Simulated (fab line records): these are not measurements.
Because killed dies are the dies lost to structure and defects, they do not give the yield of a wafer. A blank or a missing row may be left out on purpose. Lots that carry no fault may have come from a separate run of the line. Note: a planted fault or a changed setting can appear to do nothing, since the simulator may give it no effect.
fab line records / flow berkeley-cmos170
record lots=6 wafers=18 last-day=11
route steps=331 shown NSD@192 BACKSIDE@199 SDANNEAL@204
lots with no fault: from the same line, run without faults
start-h: hours from the record's opening day to when the first of the lot's shown wafers began / wait-h: time in hours since the lot's previous step / " as in the row above / L1.1+2: one row covering several wafers at once / - no value, or no start was given / * or withheld: withheld / < > ~ a bound
route shown NAME@n: a module of which the file shows steps, and the number in the route of the first / usual: average and standard deviation across the fault-free wafers / same: alike in all rows / chamber/n: place in a boat / sites: readings site by site / _std_site: standard deviation of those values / _edge_site: mean of outer sites minus mean of inner sites / radius-mm: how far each site lies from the wafer's centre / mask NAME#n: copy n / behind: the last tool/chamber to shape the wafer / hold: what put the lot on hold/how long, in hours/how the hold closed / device: the transistor (n, p or np) that didn't switch / end of line: the tests these same wafers got at the end of their route / for a step that has no rows: nothing shown but its recipe / killed: at the first sort, the dies lost to defects and structure; wafer yield is something else / map: per-die view of a wafer (x killed, . not killed, _ where there is no die)
set.NAME: the setting that was run; set.NAME@STEP: the one run at that earlier step / model.NAME: the simulator's own value behind a step, which no gauge read
lots at selected steps of the route; one table per step, one row per wafer
services: the hour from which a tool's chamber was out of use, counted from the record's first day as start-h (under 0 if before that day), plus the number of hours and why
## steps
# step UCB170_NSD_DEVELOP_05
# recipe developer=TMAH develop-time-s=45 resist=KrF dev-temp-c=21
# step UCB170_NSD_CD_MEAS_06
# recipe target-cd-nm=1200
# usual cd-nm=1200.3/1.6
lot.wafer=L789.2 tool=cd-sem-01 chamber=- start-h=162.75 wait-h=- cd-nm=1200.9
lot.wafer=L789.5 tool=cd-sem-01 chamber=- start-h=162.75 wait-h=- cd-nm=1202.8
lot.wafer=L789.6 tool=cd-sem-01 chamber=- start-h=162.75 wait-h=- cd-nm=1201.4
lot.wafer=L786.2 tool=cd-sem-01 chamber=- start-h=163.13 wait-h=- cd-nm=1198.4
lot.wafer=L786.4 tool=cd-sem-01 chamber=- start-h=163.13 wait-h=- cd-nm=1199.7
lot.wafer=L786.6 tool=cd-sem-01 chamber=- start-h=163.13 wait-h=- cd-nm=1200.0
lot.wafer=L791.3 tool=cd-sem-01 chamber=- start-h=168.63 wait-h=- cd-nm=1200.8
lot.wafer=L791.4 tool=cd-sem-01 chamber=- start-h=168.63 wait-h=- cd-nm=1202.4
lot.wafer=L791.6 tool=cd-sem-01 chamber=- start-h=168.63 wait-h=- cd-nm=1201.7
lot.wafer=L790.2 tool=cd-sem-01 chamber=- start-h=169.03 wait-h=- cd-nm=1200.6
lot.wafer=L790.4 tool=cd-sem-01 chamber=- start-h=169.03 wait-h=- cd-nm=1202.7
lot.wafer=L790.5 tool=cd-sem-01 chamber=- start-h=169.03 wait-h=- cd-nm=1200.9
lot.wafer=L805.3 tool=cd-sem-01 chamber=- start-h=230.99 wait-h=- cd-nm=1200.4
lot.wafer=L805.4 tool=cd-sem-01 chamber=- start-h=230.99 wait-h=- cd-nm=1201.3
lot.wafer=L805.5 tool=cd-sem-01 chamber=- start-h=230.99 wait-h=- cd-nm=1201.7
lot.wafer=L806.1 tool=cd-sem-02 chamber=- start-h=247.10 wait-h=- cd-nm=1201.0
lot.wafer=L806.4 tool=cd-sem-02 chamber=- start-h=247.10 wait-h=- cd-nm=1199.0
lot.wafer=L806.6 tool=cd-sem-02 chamber=- start-h=247.10 wait-h=- cd-nm=1198.5
# step UCB170_NSD_OVL_MEAS_07
# usual NSD_OVL=-2/5.6
lot.wafer=L789.2 tool=overlay-01 chamber=- start-h=162.86 wait-h=0.1 NSD_OVL[nm]=2
lot.wafer=L789.5 tool=overlay-01 chamber=- start-h=162.86 wait-h=0.1 NSD_OVL[nm]=4
lot.wafer=L789.6 tool=overlay-01 chamber=- start-h=162.86 wait-h=0.1 NSD_OVL[nm]=2
lot.wafer=L786.2 tool=overlay-02 chamber=- start-h=163.24 wait-h=0.1 NSD_OVL[nm]=-3
lot.wafer=L786.4 tool=overlay-02 chamber=- start-h=163.24 wait-h=0.1 NSD_OVL[nm]=-3
lot.wafer=L786.6 tool=overlay-02 chamber=- start-h=163.24 wait-h=0.1 NSD_OVL[nm]=0
lot.wafer=L791.3 tool=overlay-02 chamber=- start-h=168.72 wait-h=0.1 NSD_OVL[nm]=-5
lot.wafer=L791.4 tool=overlay-02 chamber=- start-h=168.72 wait-h=0.1 NSD_OVL[nm]=-6
lot.wafer=L791.6 tool=overlay-02 chamber=- start-h=168.72 wait-h=0.1 NSD_OVL[nm]=2
lot.wafer=L790.2 tool=overlay-02 chamber=- start-h=169.13 wait-h=0.1 NSD_OVL[nm]=0
lot.wafer=L790.4 tool=overlay-02 chamber=- start-h=169.13 wait-h=0.1 NSD_OVL[nm]=2
lot.wafer=L790.5 tool=overlay-02 chamber=- start-h=169.13 wait-h=0.1 NSD_OVL[nm]=15
lot.wafer=L805.3 tool=overlay-02 chamber=- start-h=231.08 wait-h=0.1 NSD_OVL[nm]=-3
lot.wafer=L805.4 tool=overlay-02 chamber=- start-h=231.08 wait-h=0.1 NSD_OVL[nm]=0
lot.wafer=L805.5 tool=overlay-02 chamber=- start-h=231.08 wait-h=0.1 NSD_OVL[nm]=1
lot.wafer=L806.1 tool=overlay-01 chamber=- start-h=247.25 wait-h=0.1 NSD_OVL[nm]=-9
lot.wafer=L806.4 tool=overlay-01 chamber=- start-h=247.25 wait-h=0.1 NSD_OVL[nm]=-8
lot.wafer=L806.6 tool=overlay-01 chamber=- start-h=247.25 wait-h=0.1 NSD_OVL[nm]=-5
# step UCB170_NSD_IMPLANT_08
# recipe species=P dose-cm2=3e+15 energy-kev=40.22 tilt-deg=7
# step UCB170_NSD_STRIP_09
# recipe chemistry=O2 power-w=400 pressure-mtorr=3500 platen-temp-c=withheld o2-flow-sccm=400 overash-fraction=0.5
# usual drypump-motor-current-A=6.08/0.27 oes-product-au=0.533/0.0047 strip-time-to-endpoint-s=35.92/0.097
lot.wafer=L789.2 tool=plasma-asher-03 chamber=1 start-h=163.04 wait-h=0.1 drypump-motor-current-A=6.10 oes-product-au=0.536 rf-hours-counter-h=6 strip-time-to-endpoint-s=35.78
lot.wafer=L789.5 tool=plasma-asher-03 chamber=0 start-h=163.04 wait-h=0.1 drypump-motor-current-A=5.81 oes-product-au=0.535 rf-hours-counter-h=- strip-time-to-endpoint-s=35.90
lot.wafer=L789.6 tool=plasma-asher-03 chamber=1 start-h=163.04 wait-h=0.1 drypump-motor-current-A=6.11 oes-product-au=0.527 rf-hours-counter-h=- strip-time-to-endpoint-s=35.79
lot.wafer=L786.2 tool=plasma-asher-02 chamber=1 start-h=163.42 wait-h=0.1 drypump-motor-current-A=5.80 oes-product-au=0.527 rf-hours-counter-h=39 strip-time-to-endpoint-s=35.97
lot.wafer=L786.4 tool=plasma-asher-02 chamber=0 start-h=163.42 wait-h=0.1 drypump-motor-current-A=6.11 oes-product-au=0.542 rf-hours-counter-h=- strip-time-to-endpoint-s=36.00
lot.wafer=L786.6 tool=plasma-asher-02 chamber=1 start-h=163.42 wait-h=0.1 drypump-motor-current-A=5.82 oes-product-au=0.538 rf-hours-counter-h=- strip-time-to-endpoint-s=36.05
lot.wafer=L791.3 tool=plasma-asher-02 chamber=0 start-h=168.93 wait-h=0.1 drypump-motor-current-A=6.07 oes-product-au=0.528 rf-hours-counter-h=- strip-time-to-endpoint-s=36.02
lot.wafer=L791.4 tool=plasma-asher-02 chamber=1 start-h=168.93 wait-h=0.1 drypump-motor-current-A=5.74 oes-product-au=0.530 rf-hours-counter-h=- strip-time-to-endpoint-s=36.01
lot.wafer=L791.6 tool=plasma-asher-02 chamber=1 start-h=168.93 wait-h=0.1 drypump-motor-current-A=5.73 oes-product-au=0.531 rf-hours-counter-h=- strip-time-to-endpoint-s=36.02
lot.wafer=L790.2 tool=plasma-asher-03 chamber=0 start-h=169.31 wait-h=0.1 drypump-motor-current-A=5.81 oes-product-au=0.527 rf-hours-counter-h=7 strip-time-to-endpoint-s=36.14
lot.wafer=L790.4 tool=plasma-asher-03 chamber=1 start-h=169.31 wait-h=0.1 drypump-motor-current-A=6.07 oes-product-au=0.526 rf-hours-counter-h=- strip-time-to-endpoint-s=36.02
lot.wafer=L790.5 tool=plasma-asher-03 chamber=1 start-h=169.31 wait-h=0.1 drypump-motor-current-A=6.08 oes-product-au=0.532 rf-hours-counter-h=- strip-time-to-endpoint-s=36.04
lot.wafer=L805.3 tool=plasma-asher-02 chamber=1 start-h=231.29 wait-h=0.1 drypump-motor-current-A=5.79 oes-product-au=0.530 rf-hours-counter-h=- strip-time-to-endpoint-s=36.12
lot.wafer=L805.4 tool=plasma-asher-02 chamber=0 start-h=231.29 wait-h=0.1 drypump-motor-current-A=6.13 oes-product-au=0.533 rf-hours-counter-h=- strip-time-to-endpoint-s=36.12
lot.wafer=L805.5 tool=plasma-asher-02 chamber=1 start-h=231.29 wait-h=0.1 drypump-motor-current-A=5.78 oes-product-au=0.531 rf-hours-counter-h=- strip-time-to-endpoint-s=36.10
lot.wafer=L806.1 tool=plasma-asher-03 chamber=1 start-h=247.44 wait-h=0.1 drypump-motor-current-A=6.11 oes-product-au=0.538 rf-hours-counter-h=17 strip-time-to-endpoint-s=35.74
lot.wafer=L806.4 tool=plasma-asher-03 chamber=0 start-h=247.44 wait-h=0.1 drypump-motor-current-A=5.82 oes-product-au=0.537 rf-hours-counter-h=- strip-time-to-endpoint-s=35.79
lot.wafer=L806.6 tool=plasma-asher-03 chamber=1 start-h=247.44 wait-h=0.1 drypump-motor-current-A=6.09 oes-product-au=0.538 rf-hours-counter-h=- strip-time-to-endpoint-s=35.75
# step UCB170_NSD_TW_MEAS_10
# usual NSD_TW=4200/30
lot.wafer=L789.2 tool=film-metro-02 chamber=- start-h=163.15 wait-h=0.1 NSD_TW=4189
lot.wafer=L789.5 tool=film-metro-02 chamber=- start-h=163.15 wait-h=0.1 NSD_TW=4192
lot.wafer=L789.6 tool=film-metro-02 chamber=- start-h=163.15 wait-h=0.1 NSD_TW=4194
lot.wafer=L786.2 tool=film-metro-02 chamber=- start-h=163.53 wait-h=0.1 NSD_TW=4176
lot.wafer=L786.4 tool=film-metro-02 chamber=- start-h=163.53 wait-h=0.1 NSD_TW=4197
lot.wafer=L786.6 tool=film-metro-02 chamber=- start-h=163.53 wait-h=0.1 NSD_TW=4189
lot.wafer=L791.3 tool=film-metro-01 chamber=- start-h=169.01 wait-h=0.1 NSD_TW=4223
lot.wafer=L791.4 tool=film-metro-01 chamber=- start-h=169.01 wait-h=0.1 NSD_TW=4267
lot.wafer=L791.6 tool=film-metro-01 chamber=- start-h=169.01 wait-h=0.1 NSD_TW=4227
lot.wafer=L790.2 tool=film-metro-01 chamber=- start-h=169.42 wait-h=0.1 NSD_TW=4224
lot.wafer=L790.4 tool=film-metro-01 chamber=- start-h=169.42 wait-h=0.1 NSD_TW=4229
lot.wafer=L790.5 tool=film-metro-01 chamber=- start-h=169.42 wait-h=0.1 NSD_TW=4241
lot.wafer=L805.3 tool=film-metro-02 chamber=- start-h=231.38 wait-h=0.1 NSD_TW=4208
lot.wafer=L805.4 tool=film-metro-02 chamber=- start-h=231.38 wait-h=0.1 NSD_TW=4212
lot.wafer=L805.5 tool=film-metro-02 chamber=- start-h=231.38 wait-h=0.1 NSD_TW=4202
lot.wafer=L806.1 tool=film-metro-01 chamber=- start-h=247.54 wait-h=0.1 NSD_TW=4267
lot.wafer=L806.4 tool=film-metro-01 chamber=- start-h=247.54 wait-h=0.1 NSD_TW=4278
lot.wafer=L806.6 tool=film-metro-01 chamber=- start-h=247.54 wait-h=0.1 NSD_TW=4243
# step UCB170_NSD_CLEAN_11
# recipe chemistry=SPM temp-c=120 time-s=600
# step UCB170_BACKSIDE_HMDS_00
# recipe prime-time-s=60 prime-temp-c=100
# step UCB170_BACKSIDE_COAT_01
# recipe resist=KrF spin-rpm=1500 resist-thk-nm=900
# step UCB170_BACKSIDE_SOFTBAKE_02
# recipe resist=KrF temp-c=130 time-s=60
# step UCB170_BACKSIDE_STRIP_03
# recipe chemistry=O2 power-w=400 pressure-mtorr=3500 platen-temp-c=withheld o2-flow-sccm=400 overash-fraction=0.5
# usual drypump-motor-current-A=6.1/0.39 oes-product-au=0.735/0.0044 strip-time-to-endpoint-s=21.98/0.065
lot.wafer=L789.2 tool=plasma-asher-04 chamber=1 start-h=164.95 wait-h=0.1 drypump-motor-current-A=6.6 oes-product-au=0.731 rf-hours-counter-h=39 strip-time-to-endpoint-s=22.11
lot.wafer=L789.5 tool=plasma-asher-04 chamber=1 start-h=164.95 wait-h=0.1 drypump-motor-current-A=6.6 oes-product-au=0.726 rf-hours-counter-h=- strip-time-to-endpoint-s=22.08
lot.wafer=L789.6 tool=plasma-asher-04 chamber=0 start-h=164.95 wait-h=0.1 drypump-motor-current-A=6.3 oes-product-au=0.733 rf-hours-counter-h=- strip-time-to-endpoint-s=22.07
lot.wafer=L786.2 tool=plasma-asher-03 chamber=1 start-h=165.63 wait-h=0.1 drypump-motor-current-A=6.1 oes-product-au=0.738 rf-hours-counter-h=7 strip-time-to-endpoint-s=21.93
lot.wafer=L786.4 tool=plasma-asher-03 chamber=0 start-h=165.63 wait-h=0.1 drypump-motor-current-A=5.8 oes-product-au=0.740 rf-hours-counter-h=- strip-time-to-endpoint-s=21.89
lot.wafer=L786.6 tool=plasma-asher-03 chamber=0 start-h=165.63 wait-h=0.1 drypump-motor-current-A=5.8 oes-product-au=0.740 rf-hours-counter-h=- strip-time-to-endpoint-s=21.98
lot.wafer=L790.2 tool=plasma-asher-01 chamber=1 start-h=172.22 wait-h=0.1 drypump-motor-current-A=6.6 oes-product-au=0.737 rf-hours-counter-h=50 strip-time-to-endpoint-s=21.96
lot.wafer=L790.4 tool=plasma-asher-01 chamber=1 start-h=172.22 wait-h=0.1 drypump-motor-current-A=6.6 oes-product-au=0.736 rf-hours-counter-h=- strip-time-to-endpoint-s=21.99
lot.wafer=L790.5 tool=plasma-asher-01 chamber=1 start-h=172.22 wait-h=0.1 drypump-motor-current-A=6.6 oes-product-au=0.732 rf-hours-counter-h=- strip-time-to-endpoint-s=21.95
lot.wafer=L791.3 tool=plasma-asher-03 chamber=1 start-h=172.22 wait-h=0.1 drypump-motor-current-A=6.1 oes-product-au=0.745 rf-hours-counter-h=- strip-time-to-endpoint-s=21.95
lot.wafer=L791.4 tool=plasma-asher-03 chamber=0 start-h=172.22 wait-h=0.1 drypump-motor-current-A=5.8 oes-product-au=0.726 rf-hours-counter-h=- strip-time-to-endpoint-s=21.95
lot.wafer=L791.6 tool=plasma-asher-03 chamber=1 start-h=172.22 wait-h=0.1 drypump-motor-current-A=6.1 oes-product-au=0.729 rf-hours-counter-h=- strip-time-to-endpoint-s=21.95
lot.wafer=L805.3 tool=plasma-asher-01 chamber=1 start-h=233.16 wait-h=0.1 drypump-motor-current-A=6.6 oes-product-au=0.732 rf-hours-counter-h=- strip-time-to-endpoint-s=22.02
lot.wafer=L805.4 tool=plasma-asher-01 chamber=0 start-h=233.16 wait-h=0.1 drypump-motor-current-A=5.5 oes-product-au=0.733 rf-hours-counter-h=- strip-time-to-endpoint-s=21.97
lot.wafer=L805.5 tool=plasma-asher-01 chamber=1 start-h=233.16 wait-h=0.1 drypump-motor-current-A=6.6 oes-product-au=0.731 rf-hours-counter-h=- strip-time-to-endpoint-s=22.05
lot.wafer=L806.1 tool=plasma-asher-03 chamber=0 start-h=248.22 wait-h=0.1 drypump-motor-current-A=5.8 oes-product-au=0.734 rf-hours-counter-h=17 strip-time-to-endpoint-s=22.05
lot.wafer=L806.4 tool=plasma-asher-03 chamber=1 start-h=248.22 wait-h=0.1 drypump-motor-current-A=6.1 oes-product-au=0.738 rf-hours-counter-h=- strip-time-to-endpoint-s=22.06
lot.wafer=L806.6 tool=plasma-asher-03 chamber=1 start-h=248.22 wait-h=0.1 drypump-motor-current-A=6.1 oes-product-au=0.733 rf-hours-counter-h=- strip-time-to-endpoint-s=21.95
# step UCB170_BACKSIDE_CLEAN_04
# recipe chemistry=SPM temp-c=120 time-s=600
# step UCB170_SDANNEAL_RTA_00
# recipe temp-c=900 time-s=10 ambient=N2
# usual anneal-temp-c-max=903.9/1.4 chamber-o2-ppm=1.997/0.02 lamp-power-pct=25.2/0.75 wafer_temp_C_max=905.2/1
lot.wafer=L789.2 tool=rtp-anneal-01 chamber=0 start-h=165.57 wait-h=0.0 anneal-temp-c-max=903.8 chamber-o2-ppm=2.009 lamp-power-pct=26.0 wafer_temp_C_max=905.4
lot.wafer=L789.5 tool=rtp-anneal-01 chamber=0 start-h=165.57 wait-h=0.0 anneal-temp-c-max=907.1 chamber-o2-ppm=1.993 lamp-power-pct=25.9 wafer_temp_C_max=903.4
lot.wafer=L789.6 tool=rtp-anneal-01 chamber=0 start-h=165.57 wait-h=0.0 anneal-temp-c-max=904.4 chamber-o2-ppm=2.009 lamp-power-pct=25.9 wafer_temp_C_max=905.7
lot.wafer=L786.2 tool=rtp-anneal-01 chamber=0 start-h=166.40 wait-h=0.0 anneal-temp-c-max=905.4 chamber-o2-ppm=2.020 lamp-power-pct=25.9 wafer_temp_C_max=904.8
lot.wafer=L786.4 tool=rtp-anneal-01 chamber=0 start-h=166.40 wait-h=0.0 anneal-temp-c-max=906.3 chamber-o2-ppm=2.019 lamp-power-pct=25.9 wafer_temp_C_max=905.9
lot.wafer=L786.6 tool=rtp-anneal-01 chamber=0 start-h=166.40 wait-h=0.0 anneal-temp-c-max=905.2 chamber-o2-ppm=2.015 lamp-power-pct=25.9 wafer_temp_C_max=907.4
lot.wafer=L790.2 tool=rtp-anneal-02 chamber=- start-h=172.99 wait-h=0.0 anneal-temp-c-max=- chamber-o2-ppm=- lamp-power-pct=- wafer_temp_C_max=-
lot.wafer=L790.4 tool=rtp-anneal-02 chamber=- start-h=172.99 wait-h=0.0 anneal-temp-c-max=- chamber-o2-ppm=- lamp-power-pct=- wafer_temp_C_max=-
lot.wafer=L790.5 tool=rtp-anneal-02 chamber=- start-h=172.99 wait-h=0.0 anneal-temp-c-max=- chamber-o2-ppm=- lamp-power-pct=- wafer_temp_C_max=-
lot.wafer=L791.3 tool=rtp-anneal-01 chamber=- start-h=173.00 wait-h=0.0 anneal-temp-c-max=- chamber-o2-ppm=- lamp-power-pct=- wafer_temp_C_max=-
lot.wafer=L791.4 tool=rtp-anneal-01 chamber=- start-h=173.00 wait-h=0.0 anneal-temp-c-max=- chamber-o2-ppm=- lamp-power-pct=- wafer_temp_C_max=-
lot.wafer=L791.6 tool=rtp-anneal-01 chamber=- start-h=173.00 wait-h=0.0 anneal-temp-c-max=- chamber-o2-ppm=- lamp-power-pct=- wafer_temp_C_max=-
lot.wafer=L805.3 tool=rtp-anneal-02 chamber=0 start-h=233.54 wait-h=0.0 anneal-temp-c-max=903.3 chamber-o2-ppm=1.972 lamp-power-pct=24.5 wafer_temp_C_max=904.9
lot.wafer=L805.4 tool=rtp-anneal-02 chamber=0 start-h=233.54 wait-h=0.0 anneal-temp-c-max=903.1 chamber-o2-ppm=1.967 lamp-power-pct=24.4 wafer_temp_C_max=904.7
lot.wafer=L805.5 tool=rtp-anneal-02 chamber=0 start-h=233.54 wait-h=0.0 anneal-temp-c-max=901.8 chamber-o2-ppm=1.980 lamp-power-pct=24.4 wafer_temp_C_max=903.2
lot.wafer=L806.1 tool=rtp-anneal-01 chamber=0 start-h=248.51 wait-h=0.0 anneal-temp-c-max=905.8 chamber-o2-ppm=2.006 lamp-power-pct=26.0 wafer_temp_C_max=905.5
lot.wafer=L806.4 tool=rtp-anneal-01 chamber=0 start-h=248.51 wait-h=0.0 anneal-temp-c-max=905.3 chamber-o2-ppm=1.974 lamp-power-pct=25.9 wafer_temp_C_max=906.5
lot.wafer=L806.6 tool=rtp-anneal-01 chamber=0 start-h=248.51 wait-h=0.0 anneal-temp-c-max=904.7 chamber-o2-ppm=1.972 lamp-power-pct=25.9 wafer_temp_C_max=905.9
# step UCB170_SDANNEAL_RTA_01
# recipe temp-c=1050 time-s=5 ambient=N2
# usual anneal-temp-c-max=1054.6/1.6 chamber-o2-ppm=1.994/0.021 lamp-power-pct=38.9/1.2 wafer_temp_C_max=1055.6/1.2
lot.wafer=L789.2 tool=rtp-anneal-01 chamber=0 start-h=165.64 wait-h=0.1 anneal-temp-c-max=1056.4 chamber-o2-ppm=2.017 lamp-power-pct=40.1 wafer_temp_C_max=1056.7
lot.wafer=L789.5 tool=rtp-anneal-01 chamber=0 start-h=165.64 wait-h=0.1 anneal-temp-c-max=1055.4 chamber-o2-ppm=1.982 lamp-power-pct=40.0 wafer_temp_C_max=1058.0
lot.wafer=L789.6 tool=rtp-anneal-01 chamber=0 start-h=165.64 wait-h=0.1 anneal-temp-c-max=1054.5 chamber-o2-ppm=1.999 lamp-power-pct=40.1 wafer_temp_C_max=1054.6
lot.wafer=L786.2 tool=rtp-anneal-01 chamber=0 start-h=166.46 wait-h=0.1 anneal-temp-c-max=1057.2 chamber-o2-ppm=2.017 lamp-power-pct=40.1 wafer_temp_C_max=1057.2
lot.wafer=L786.4 tool=rtp-anneal-01 chamber=0 start-h=166.46 wait-h=0.1 anneal-temp-c-max=1054.9 chamber-o2-ppm=1.991 lamp-power-pct=40.0 wafer_temp_C_max=1056.2
lot.wafer=L786.6 tool=rtp-anneal-01 chamber=0 start-h=166.46 wait-h=0.1 anneal-temp-c-max=1056.9 chamber-o2-ppm=1.989 lamp-power-pct=40.1 wafer_temp_C_max=1054.8
lot.wafer=L790.2 tool=rtp-anneal-02 chamber=0 start-h=173.05 wait-h=0.1 anneal-temp-c-max=1052.4 chamber-o2-ppm=1.982 lamp-power-pct=37.8 wafer_temp_C_max=1055.3
lot.wafer=L790.4 tool=rtp-anneal-02 chamber=0 start-h=173.05 wait-h=0.1 anneal-temp-c-max=1052.9 chamber-o2-ppm=1.985 lamp-power-pct=37.7 wafer_temp_C_max=1055.7
lot.wafer=L790.5 tool=rtp-anneal-02 chamber=0 start-h=173.05 wait-h=0.1 anneal-temp-c-max=1054.0 chamber-o2-ppm=2.027 lamp-power-pct=37.7 wafer_temp_C_max=1054.9
lot.wafer=L791.3 tool=rtp-anneal-01 chamber=0 start-h=173.06 wait-h=0.1 anneal-temp-c-max=1054.1 chamber-o2-ppm=1.979 lamp-power-pct=40.0 wafer_temp_C_max=1056.0
lot.wafer=L791.4 tool=rtp-anneal-01 chamber=0 start-h=173.06 wait-h=0.1 anneal-temp-c-max=1057.4 chamber-o2-ppm=2.001 lamp-power-pct=40.0 wafer_temp_C_max=1055.6
lot.wafer=L791.6 tool=rtp-anneal-01 chamber=0 start-h=173.06 wait-h=0.1 anneal-temp-c-max=1056.5 chamber-o2-ppm=1.980 lamp-power-pct=40.1 wafer_temp_C_max=1055.9
lot.wafer=L805.3 tool=rtp-anneal-02 chamber=0 start-h=233.60 wait-h=0.1 anneal-temp-c-max=1054.0 chamber-o2-ppm=2.011 lamp-power-pct=37.7 wafer_temp_C_max=1055.7
lot.wafer=L805.4 tool=rtp-anneal-02 chamber=0 start-h=233.60 wait-h=0.1 anneal-temp-c-max=1052.4 chamber-o2-ppm=2.020 lamp-power-pct=37.8 wafer_temp_C_max=1056.4
lot.wafer=L805.5 tool=rtp-anneal-02 chamber=0 start-h=233.60 wait-h=0.1 anneal-temp-c-max=1053.6 chamber-o2-ppm=2.005 lamp-power-pct=37.7 wafer_temp_C_max=1053.0
lot.wafer=L806.1 tool=rtp-anneal-01 chamber=0 start-h=248.58 wait-h=0.1 anneal-temp-c-max=1057.0 chamber-o2-ppm=2.013 lamp-power-pct=40.0 wafer_temp_C_max=1057.3
lot.wafer=L806.4 tool=rtp-anneal-01 chamber=0 start-h=248.58 wait-h=0.1 anneal-temp-c-max=1055.6 chamber-o2-ppm=2.036 lamp-power-pct=40.1 wafer_temp_C_max=1054.6
lot.wafer=L806.6 tool=rtp-anneal-01 chamber=0 start-h=248.58 wait-h=0.1 anneal-temp-c-max=1056.4 chamber-o2-ppm=2.031 lamp-power-pct=40.1 wafer_temp_C_max=1055.6
## services
tool=plasma-asher-02 chamber=- start-h=151.12 hours=2.8 kind=pm
tool=plasma-asher-01 chamber=- start-h=152.76 hours=8.7 kind=repair
tool=plasma-asher-02 chamber=- start-h=164.43 hours=2.4 kind=repair
tool=plasma-asher-01 chamber=- start-h=190.57 hours=3.3 kind=repair
tool=plasma-asher-04 chamber=- start-h=228.96 hours=2.9 kind=repair
## key
first-sign step=UCB170_SDANNEAL_RTA_00 reading=tool-record direction=missing
effect none on later readings
met-at UCB170_SDANNEAL_RTA_00
struck-wafers L790.2,L790.4,L790.5,L791.3,L791.4,L791.6
later-rows-left-out L790.2,L790.4,L790.5,L791.3,L791.4,L791.6
sort-left-out L790.2,L790.4,L790.5,L791.3,L791.4,L791.6
tester-left-out L790,L791
onset-between 166.40 172.99
fault kind=skipped-step-whole tool=rtp-anneal-01,rtp-anneal-02 chamber=- onset-h=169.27 steps=UCB170_SDANNEAL_RTA_00 scope=struck-lots-only
# tester-left-out: of these lots the tester's yield and bins aren't shown, on N5 and GAA mostly nor the transistor test; their killed dies are dies lost to structure and defects alone, not to doping, threshold or leakage, so they don't give the yield
# sort-left-out: the simulated sort isn't trusted on such a fault, so these wafers' sort isn't shown, and their yield isn't known
# later-rows-left-out: the simulator's readings of these wafers behind a module that went badly wrong aren't trusted and aren't shown, but for the sort
